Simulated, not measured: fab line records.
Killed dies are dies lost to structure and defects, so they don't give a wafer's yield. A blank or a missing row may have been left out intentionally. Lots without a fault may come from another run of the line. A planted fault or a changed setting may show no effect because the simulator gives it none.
The tool behind it: which one? | flow berkeleyCmos170 | Sampling: 13 lots, 39 wafers, 5 of 331 route steps

## WHAT THE GAUGES SHOWED, per wafer
UCB170_V2_THK_MEAS_01. Usual: V2_TEOS_THK 2007 nm, standard deviation 25.
lot  | measured     | on           | V2_TEOS_THK (nm) | flag
L225 | day 9 11:10  | filmMetro-04 | 2015 1992 2031   | 
L226 | day 9 22:30  | filmMetro-02 | 1981 1999 2004   | 
L227 | day 10 00:58 | filmMetro-04 | 1982 1989 2040   | 
L228 | day 10 13:56 | filmMetro-03 | 1985 2007 2015   | 
L234 | day 11 04:35 | filmMetro-02 | 2006 2042 2057   | 
L233 | day 11 06:19 | filmMetro-02 | 2005 1979 2030   | 
L231 | day 11 07:31 | filmMetro-02 | 2002 1998 2027   | 
L237 | day 12 02:37 | filmMetro-03 | 2034 2036 2015   | 
L239 | day 12 04:53 | filmMetro-02 | 1989 2021 1983   | 
L240 | day 12 05:57 | filmMetro-03 | 2018 1989 2048   | 
L238 | day 12 07:49 | filmMetro-02 | 1977 1996 2004   | 
L241 | day 12 09:31 | filmMetro-03 | 2001 1991 2022   | 
L242 | day 12 10:02 | filmMetro-02 | 3504 2037 2034   | OFF

UCB170_V2_CD_MEAS_12: target cd 700 nm. Usual: cdNm 699.5 nm, standard deviation 1.4.
lot  | measured     | on       | cdNm (nm)         | flag
L225 | day 9 13:20  | cdSem-02 | 702.2 699.8 700.6 | 
L226 | day 10 01:28 | cdSem-01 | 698.8 696.6 698.8 | 
L227 | day 10 03:33 | cdSem-02 | 698.4 696.4 697.6 | 
L228 | day 10 15:31 | cdSem-02 | 700.1 700.0 697.6 | 
L234 | day 11 06:49 | cdSem-01 | 697.5 699.2 699.8 | 
L233 | day 11 09:33 | cdSem-02 | 701.0 700.3 701.5 | 
L231 | day 11 11:47 | cdSem-01 | 698.9 698.1 698.4 | 
L237 | day 12 04:19 | cdSem-02 | 698.4 698.8 698.6 | 
L239 | day 12 06:48 | cdSem-02 | 700.2 699.2 699.1 | 
L240 | day 12 08:14 | cdSem-02 | 698.2 700.1 700.7 | 
L238 | day 12 10:46 | cdSem-01 | 699.1 700.0 699.7 | 
L241 | day 12 13:06 | cdSem-01 | 701.0 699.3 699.9 | 
L242 | day 12 13:38 | cdSem-01 | 701.1 700.2 700.3 | 

## WHICH TOOL RAN EACH LOT (tool, then ch and the chambers of the sampled wafers, then the start)
lot  | UCB170_M1_ETCH_11                 | UCB170_M2_SPUTTER_01        | UCB170_V2_CVD_00
L225 | rieDiel-04 ch 1,2, day 9 03:46    | pvdSputter-04, day 9 08:34  | pecvd-03 ch 0,1, day 9 11:00
L226 | rieDiel-02 ch 1,2,3, day 9 13:41  | pvdSputter-01, day 9 18:31  | pecvd-02 ch 0,2, day 9 22:20
L227 | rieDiel-02 ch 0,2, day 9 14:50    | pvdSputter-03, day 9 20:16  | pecvd-02 ch 1,2, day 10 00:47
L228 | rieDiel-04 ch 2,3, day 10 04:38   | pvdSputter-04, day 10 10:46 | pecvd-04 ch 0,2, day 10 13:46
L234 | rieDiel-03 ch 0,3, day 10 19:04   | pvdSputter-04, day 10 23:41 | pecvd-02 ch 0,1, day 11 04:26
L233 | rieDiel-02 ch 0,2,3, day 10 21:05 | pvdSputter-03, day 11 01:52 | pecvd-02 ch 0,1,2, day 11 06:10
L231 | rieDiel-03 ch 2,3, day 10 21:08   | pvdSputter-04, day 11 03:52 | pecvd-02 ch 1,2, day 11 07:22
L237 | rieDiel-03 ch 0,1,2, day 11 15:41 | pvdSputter-03, day 11 23:06 | pecvd-04 ch 0,1,2, day 12 02:31
L239 | rieDiel-02 ch 1,3, day 11 21:21   | pvdSputter-03, day 12 01:47 | pecvd-03 ch 0,1,2, day 12 04:43
L240 | rieDiel-02 ch 1,2,3, day 11 23:09 | pvdSputter-04, day 12 03:13 | pecvd-04 ch 0,2, day 12 05:47
L238 | rieDiel-04 ch 1,2,3, day 11 23:28 | pvdSputter-03, day 12 04:49 | pecvd-02 ch 0,2, day 12 07:40
L241 | rieDiel-03 ch 0,2,3, day 12 00:43 | pvdSputter-01, day 12 06:00 | pecvd-03 ch 1,2, day 12 09:21
L242 | rieDiel-02 ch 1,2,3, day 12 01:00 | pvdSputter-04, day 12 06:32 | pecvd-04 ch 0,1,2, day 12 09:53
- UCB170_M1_ETCH_11: etches BARC in N2/H2.
- UCB170_M2_SPUTTER_01: material Al, target thk 900 nm, time 120 s.
- UCB170_V2_CVD_00: deposits SiO2 from TEOS/O2, target thk 2000 nm, time 250 s.

## AS READ BY THE TOOLS THEMSELVES (means over the sampled wafers that have a number; for cases with no such wafer, the mark the record gives instead)
UCB170_M1_ETCH_11. Usual: chamberPressureMTorr 29.999 mTorr, standard deviation 0.027; drypumpMotorCurrentA 5.7 A, standard deviation 0.52; oesProductAu 1.010 a.u., standard deviation 0.019; throttleValvePct 13.28 %, standard deviation 0.14.
lot  | tool       | chamberPressureMTorr (mTorr) | drypumpMotorCurrentA (A) | oesProductAu (a.u.) | throttleValvePct (%) | flag
L225 | rieDiel-04 | 29.986                       | 5.1                      | 1.025               | 13.26                | 
L226 | rieDiel-02 | 29.985                       | 6.2                      | 1.022               | 13.36                | 
L227 | rieDiel-02 | 29.993                       | 5.9                      | 1.021               | 13.36                | 
L228 | rieDiel-04 | 30.004                       | 5.6                      | 1.004               | 13.22                | 
L234 | rieDiel-03 | 29.997                       | 5.6                      | 1.023               | 13.13                | 
L233 | rieDiel-02 | 30.002                       | 5.6                      | 1.010               | 13.31                | 
L231 | rieDiel-03 | 30.005                       | 6.0                      | 1.008               | 13.19                | 
L237 | rieDiel-03 | 29.982                       | 5.9                      | 1.011               | 13.21                | 
L239 | rieDiel-02 | 30.015                       | 5.9                      | 1.004               | 13.32                | 
L240 | rieDiel-02 | 30.014                       | 6.1                      | 1.012               | 13.36                | 
L238 | rieDiel-04 | 30.037                       | 5.3                      | 1.011               | 13.28                | 
L241 | rieDiel-03 | 30.004                       | 5.8                      | 1.020               | 13.16                | 
L242 | rieDiel-02 | 29.993                       | 6.2                      | 1.015               | 13.36                | 

UCB170_M2_SPUTTER_01. Usual: cathodeDcPowerW 5999.8 W, standard deviation 1; throttleValvePct 29.9 %, standard deviation 1.1.
lot  | tool          | cathodeDcPowerW (W) | throttleValvePct (%) | flag
L225 | pvdSputter-04 | 6000.8              | 30.7                 | 
L226 | pvdSputter-01 | 5999.5              | 29.4                 | 
L227 | pvdSputter-03 | 5999.6              | 29.8                 | 
L228 | pvdSputter-04 | 6000.0              | 29.4                 | 
L234 | pvdSputter-04 | 5999.6              | 29.4                 | 
L233 | pvdSputter-03 | 6000.4              | 30.1                 | 
L231 | pvdSputter-04 | 6000.0              | 29.3                 | 
L237 | pvdSputter-03 | 6000.0              | 29.8                 | 
L239 | pvdSputter-03 | 6000.7              | 29.9                 | 
L240 | pvdSputter-04 | 5999.1              | 29.9                 | 
L238 | pvdSputter-03 | 6000.7              | 30.0                 | 
L241 | pvdSputter-01 | 5999.8              | 30.2                 | 
L242 | pvdSputter-04 | 5999.7              | 30.7                 | 

UCB170_V2_CVD_00. Usual: heaterPowerW 258 W, standard deviation 51.
lot  | tool     | heaterPowerW (W) | flag
L225 | pecvd-03 | 223              | 
L226 | pecvd-02 | 274              | 
L227 | pecvd-02 | 258              | 
L228 | pecvd-04 | 221              | 
L234 | pecvd-02 | 230              | 
L233 | pecvd-02 | 252              | 
L231 | pecvd-02 | 232              | 
L237 | pecvd-04 | 204              | 
L239 | pecvd-03 | 286              | 
L240 | pecvd-04 | 228              | 
L238 | pecvd-02 | 269              | 
L241 | pecvd-03 | 287              | 
L242 | pecvd-04 | 240              | 

## THE ANSWER, worked out from the rows above alone
Rule: take the mean of a lot's wafers that have a number; if it is more than 3 standard deviations from the usual mean, the lot is off. A lot without any number at a reading at which 4 lots or more have one is off too. Any other lot the step has rows for is counted as sound. First the gauges in route order, then the tools' own readings, where a lot's mean is used as printed above. The first step at which some lot is off is used, and at that step the reading that is off furthest; a lot without a number counts as furthest.
Off: L242, seen at UCB170_V2_THK_MEAS_01 (V2_TEOS_THK).
If a tool, at a process step before that reading, ran all the lots that are off and no sound lot after the first of them, it fits. Gauges at UCB170_V2_THK_MEAS_01: tried the same way as those tools. Can't be told from this: 4 tools fit, rieDiel-02 at UCB170_M1_ETCH_11, pvdSputter-04 at UCB170_M2_SPUTTER_01, pecvd-04 at UCB170_V2_CVD_00, filmMetro-02 at UCB170_V2_THK_MEAS_01.

## WHAT HAD BEEN PUT IN BY THE SIMULATOR
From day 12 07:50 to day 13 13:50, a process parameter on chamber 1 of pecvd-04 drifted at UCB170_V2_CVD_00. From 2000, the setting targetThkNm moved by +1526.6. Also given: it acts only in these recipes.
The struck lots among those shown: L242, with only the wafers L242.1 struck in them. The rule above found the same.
